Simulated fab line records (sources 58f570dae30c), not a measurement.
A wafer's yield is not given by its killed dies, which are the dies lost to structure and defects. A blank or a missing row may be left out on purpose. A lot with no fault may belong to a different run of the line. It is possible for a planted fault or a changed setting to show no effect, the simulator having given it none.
Which tool did it? + flow berkeley cmos170 + 42 wafers from 14 lots sampled at 7 of the route's 331 steps

WHAT THE GAUGES SHOWED, per wafer
UCB170_SDANNEAL_RS_MEAS_02: uses a four-point probe to measure. Usual: PSD_RS gives 75.6 ohm/sq (standard deviation 0.3).
| lot  | measured     | on            | PSD_RS (ohm/sq) | flag |
|------|--------------|---------------|-----------------|------|
| L107 | day 7 04:35  | film metro-02 | 75.5 75.5 75.7  |      |
| L106 | day 7 05:26  | film metro-01 | 76.0 76.3 76.1  |      |
| L108 | day 7 05:48  | film metro-04 | 65.5 65.3 65.5  | OFF  |
| L110 | day 7 16:24  | film metro-04 | 65.3 65.1 65.0  | OFF  |
| L109 | day 7 16:57  | film metro-02 | 75.7 75.6 75.5  |      |
| L111 | day 7 17:08  | film metro-01 | 65.8 65.8 65.7  | OFF  |
| L118 | day 9 10:43  | film metro-02 | 76.1 75.9 75.9  |      |
| L119 | day 9 23:51  | film metro-01 | 75.5 75.1 75.4  |      |
| L121 | day 10 05:29 | film metro-04 | 75.4 75.7 75.1  |      |
| L123 | day 10 10:20 | film metro-02 | 75.3 75.6 75.2  |      |
| L126 | day 11 09:17 | film metro-04 | 75.4 75.3 75.4  |      |
| L128 | day 11 16:26 | film metro-01 | 75.7 75.8 75.8  |      |
| L127 | day 11 16:49 | film metro-02 | 75.8 75.9 75.7  |      |
| L129 | day 12 01:32 | film metro-04 | 75.4 75.2 75.4  |      |

UCB170_SDANNEAL_RS_MEAS_03: uses a four-point probe to measure. Usual: NSD_RS gives 37.28 ohm/sq (standard deviation 0.1).
| lot  | measured     | on            | NSD_RS (ohm/sq)   | flag |
|------|--------------|---------------|-------------------|------|
| L107 | day 7 04:43  | film metro-02 | 37.51 37.57 37.55 |      |
| L106 | day 7 05:33  | film metro-01 | 37.37 37.25 37.24 |      |
| L108 | day 7 05:55  | film metro-04 | 35.68 35.69 35.75 | OFF  |
| L110 | day 7 16:31  | film metro-04 | 35.65 35.73 35.73 | OFF  |
| L109 | day 7 17:04  | film metro-02 | 37.14 37.11 37.18 |      |
| L111 | day 7 17:16  | film metro-01 | 35.83 35.84 35.86 | OFF  |
| L118 | day 9 10:50  | film metro-02 | 37.28 37.32 37.23 |      |
| L119 | day 9 23:58  | film metro-01 | 37.34 37.31 37.27 |      |
| L121 | day 10 05:37 | film metro-04 | 37.08 37.13 37.10 |      |
| L123 | day 10 10:28 | film metro-02 | 37.31 37.35 37.38 |      |
| L126 | day 11 09:24 | film metro-04 | 37.14 37.12 37.07 |      |
| L128 | day 11 16:34 | film metro-01 | 37.36 37.45 37.34 |      |
| L127 | day 11 16:56 | film metro-02 | 37.30 37.22 37.25 |      |
| L129 | day 12 01:39 | film metro-04 | 37.22 37.17 37.18 |      |

UCB170_SDANNEAL_RS_MEAS_04: uses a four-point probe to measure. Usual: PLDD_RS gives 1036 ohm/sq (standard deviation 3.1).
| lot  | measured     | on            | PLDD_RS (ohm/sq) | flag |
|------|--------------|---------------|------------------|------|
| L107 | day 7 04:50  | film metro-02 | 1037 1036 1038   |      |
| L106 | day 7 05:40  | film metro-01 | 1044 1040 1042   |      |
| L108 | day 7 06:02  | film metro-04 | 1008 1013 1013   | OFF  |
| L110 | day 7 16:38  | film metro-04 | 1012 1010 1013   | OFF  |
| L109 | day 7 17:11  | film metro-02 | 1035 1036 1039   |      |
| L111 | day 7 17:23  | film metro-01 | 1020 1017 1018   | OFF  |
| L118 | day 9 10:58  | film metro-02 | 1035 1037 1035   |      |
| L119 | day 10 00:05 | film metro-01 | 1036 1034 1036   |      |
| L121 | day 10 05:44 | film metro-04 | 1039 1038 1039   |      |
| L123 | day 10 10:35 | film metro-02 | 1029 1033 1033   |      |
| L126 | day 11 09:31 | film metro-04 | 1036 1036 1036   |      |
| L128 | day 11 16:41 | film metro-01 | 1035 1036 1038   |      |
| L127 | day 11 17:04 | film metro-02 | 1036 1038 1039   |      |
| L129 | day 12 01:46 | film metro-04 | 1036 1034 1034   |      |

UCB170_SILICIDE_RS_MEAS_02: uses a four-point probe to measure. Usual: SILICIDE_TI_RS gives 26.0 ohm/sq (standard deviation 0.3).
| lot  | measured     | on            | SILICIDE_TI_RS (ohm/sq) | flag |
|------|--------------|---------------|-------------------------|------|
| L107 | day 7 05:10  | film metro-01 | 26.3 26.6 26.3          |      |
| L106 | day 7 06:01  | film metro-03 | 26.0 26.0 25.9          |      |
| L108 | day 7 06:23  | film metro-01 | 25.9 25.6 25.7          |      |
| L110 | day 7 16:58  | film metro-03 | 26.1 26.1 26.2          |      |
| L109 | day 7 17:32  | film metro-03 | 25.9 25.7 25.9          |      |
| L111 | day 7 17:43  | film metro-04 | 26.0 25.9 25.9          |      |
| L118 | day 9 11:17  | film metro-04 | 26.5 26.2 26.5          |      |
| L119 | day 10 00:26 | film metro-04 | 25.8 25.7 25.9          |      |
| L121 | day 10 06:04 | film metro-01 | 25.8 26.5 26.2          |      |
| L123 | day 10 10:55 | film metro-03 | 26.0 26.1 25.7          |      |
| L126 | day 11 09:51 | film metro-01 | 26.5 26.5 26.6          |      |
| L128 | day 11 17:01 | film metro-04 | 26.3 26.1 26.2          |      |
| L127 | day 11 17:24 | film metro-03 | 25.8 26.2 26.0          |      |
| L129 | day 12 02:06 | film metro-03 | 25.6 25.3 25.8          |      |

UCB170_CONTACT_OVL_MEAS_16. Usual: CONTACT_OVL gives 1 nm (standard deviation 5.4).
| lot  | measured     | on         | CONTACT_OVL (nm) | flag |
|------|--------------|------------|------------------|------|
| L107 | day 7 11:05  | overlay-01 | -3 6 8           |      |
| L106 | day 7 10:25  | overlay-01 | 7 7 7            |      |
| L108 | day 7 12:04  | overlay-01 | 1 -4 5           |      |
| L110 | day 8 01:35  | overlay-02 | 2 5 5            |      |
| L109 | day 8 01:16  | overlay-02 | -9 -11 -8        |      |
| L111 | day 8 01:03  | overlay-01 | -2 -1 8          |      |
| L118 | day 9 15:26  | overlay-01 | -2 3 4           |      |
| L119 | day 10 04:53 | overlay-01 | -3 -6 2          |      |
| L121 | day 10 11:06 | overlay-01 | -6 -4 -4         |      |
| L123 | day 10 15:10 | overlay-01 | 6 2 3            |      |
| L126 | day 11 13:53 | overlay-02 | 3 3 5            |      |
| L128 | day 11 21:05 | overlay-01 | 2 7 8            |      |
| L127 | day 11 23:25 | overlay-01 | 2 3 2            |      |
| L129 | day 12 09:38 | overlay-01 | -6 -3 -1         |      |

TOOL THAT RAN EACH LOT (tool first, then ch and the chambers of the sampled wafers, then the start)
| lot  | UCB170_GATE_STRIP_16                 | UCB170_SDANNEAL_RTA_01           |
|------|--------------------------------------|----------------------------------|
| L107 | plasma asher-04 ch 0,1, day 6 13:35  | rtp anneal-02 ch 0, day 7 04:32  |
| L106 | plasma asher-01 ch 0,1, day 6 13:40  | rtp anneal-02 ch 0, day 7 05:22  |
| L108 | plasma asher-01 ch 0,1, day 6 13:53  | rtp anneal-02 ch 0, day 7 05:43  |
| L110 | plasma asher-02 ch 0,1, day 7 04:43  | rtp anneal-02 ch 0, day 7 16:20  |
| L109 | plasma asher-01 ch 0,1, day 7 05:01  | rtp anneal-01 ch 0, day 7 16:53  |
| L111 | plasma asher-04 ch 0,1, day 7 05:17  | rtp anneal-02 ch 0, day 7 17:04  |
| L118 | plasma asher-01 ch 0, day 8 21:13    | rtp anneal-01 ch 0, day 9 10:39  |
| L119 | plasma asher-02 ch 1, day 9 08:05    | rtp anneal-01 ch 0, day 9 23:47  |
| L121 | plasma asher-01 ch 0,1, day 9 13:06  | rtp anneal-01 ch 0, day 10 05:26 |
| L123 | plasma asher-02 ch 0,1, day 9 21:01  | rtp anneal-01 ch 0, day 10 10:17 |
| L126 | plasma asher-01 ch 0,1, day 10 17:44 | rtp anneal-01 ch 0, day 11 09:11 |
| L128 | plasma asher-01 ch 0,1, day 11 03:26 | rtp anneal-02 ch 0, day 11 16:23 |
| L127 | plasma asher-01 ch 1, day 11 03:41   | rtp anneal-01 ch 0, day 11 16:45 |
| L129 | plasma asher-02 ch 0,1, day 11 10:01 | rtp anneal-02 ch 0, day 12 01:28 |
- UCB170_GATE_STRIP_16: strips in O2.
- UCB170_SDANNEAL_RTA_01: time 5 s.

AS READ BY THE TOOLS THEMSELVES (means over the sampled wafers that have a number; for cases with no such wafer, the mark the record gives instead)
UCB170_GATE_STRIP_16. Usual: drypump motor current A 5.91 A, standard deviation 0.22; oes product au 0.724 a.u., standard deviation 0.0042.
| lot  | tool            | drypump motor current A (A) | oes product au (a.u.) | flag |
|------|-----------------|-----------------------------|-----------------------|------|
| L107 | plasma asher-04 | 5.76                        | 0.724                 |      |
| L106 | plasma asher-01 | 6.09                        | 0.724                 |      |
| L108 | plasma asher-01 | 6.16                        | 0.719                 |      |
| L110 | plasma asher-02 | 5.73                        | 0.726                 |      |
| L109 | plasma asher-01 | 6.18                        | 0.729                 |      |
| L111 | plasma asher-04 | 5.71                        | 0.726                 |      |
| L118 | plasma asher-01 | 6.01                        | 0.724                 |      |
| L119 | plasma asher-02 | 5.61                        | 0.725                 |      |
| L121 | plasma asher-01 | 6.09                        | 0.721                 |      |
| L123 | plasma asher-02 | 5.74                        | 0.725                 |      |
| L126 | plasma asher-01 | 6.07                        | 0.726                 |      |
| L128 | plasma asher-01 | 6.17                        | 0.719                 |      |
| L127 | plasma asher-01 | 6.24                        | 0.729                 |      |
| L129 | plasma asher-02 | 5.86                        | 0.724                 |      |

UCB170_SDANNEAL_RTA_01. Usual: lamp power pct 40.80 %, standard deviation 0.098; wafer_temp_C_max 1055.0, standard deviation 1.3.
| lot  | tool          | lamp power pct (%) | wafer_temp_C_max | flag |
|------|---------------|--------------------|------------------|------|
| L107 | rtp anneal-02 | 40.92              | 1055.6           |      |
| L106 | rtp anneal-02 | 40.86              | 1055.9           |      |
| L108 | rtp anneal-02 | 43.56              | 1081.2           | OFF  |
| L110 | rtp anneal-02 | 43.59              | 1080.1           | OFF  |
| L109 | rtp anneal-01 | 40.73              | 1053.5           |      |
| L111 | rtp anneal-02 | 43.57              | 1080.4           | OFF  |
| L118 | rtp anneal-01 | 40.68              | 1053.8           |      |
| L119 | rtp anneal-01 | 40.67              | 1054.4           |      |
| L121 | rtp anneal-01 | 40.71              | 1053.3           |      |
| L123 | rtp anneal-01 | 40.67              | 1053.2           |      |
| L126 | rtp anneal-01 | 40.71              | 1054.3           |      |
| L128 | rtp anneal-02 | 40.83              | 1054.6           |      |
| L127 | rtp anneal-01 | 40.69              | 1054.6           |      |
| L129 | rtp anneal-02 | 40.87              | 1055.6           |      |

THE ANSWER, worked out from the rows above alone
Rule: lot off if the mean of its wafers having a number is beyond 3 standard deviations from the usual mean. A lot without any number at a reading at which 4 lots or more have one is off too. The other lots that the step has rows for count as sound. After the gauges, taken in route order, come the tools' own readings; for these a lot's mean is taken, as printed above. The first step at which some lot is off is used, and at that step the reading that is off furthest; a lot without a number counts as furthest.
Off: at UCB170_SDANNEAL_RS_MEAS_02 (PSD_RS), L108, L110, L111.
If a tool, at a process step before that reading, ran all the lots that are off and no sound lot after the first of them, it fits. The gauges at UCB170_SDANNEAL_RS_MEAS_02 aren't tried: what is off there is off at UCB170_SDANNEAL_RTA_01 too, on other tools, and a gauge's error can't cause that. No candidate that was tried fits.

WHAT THE SIMULATOR PUT IN
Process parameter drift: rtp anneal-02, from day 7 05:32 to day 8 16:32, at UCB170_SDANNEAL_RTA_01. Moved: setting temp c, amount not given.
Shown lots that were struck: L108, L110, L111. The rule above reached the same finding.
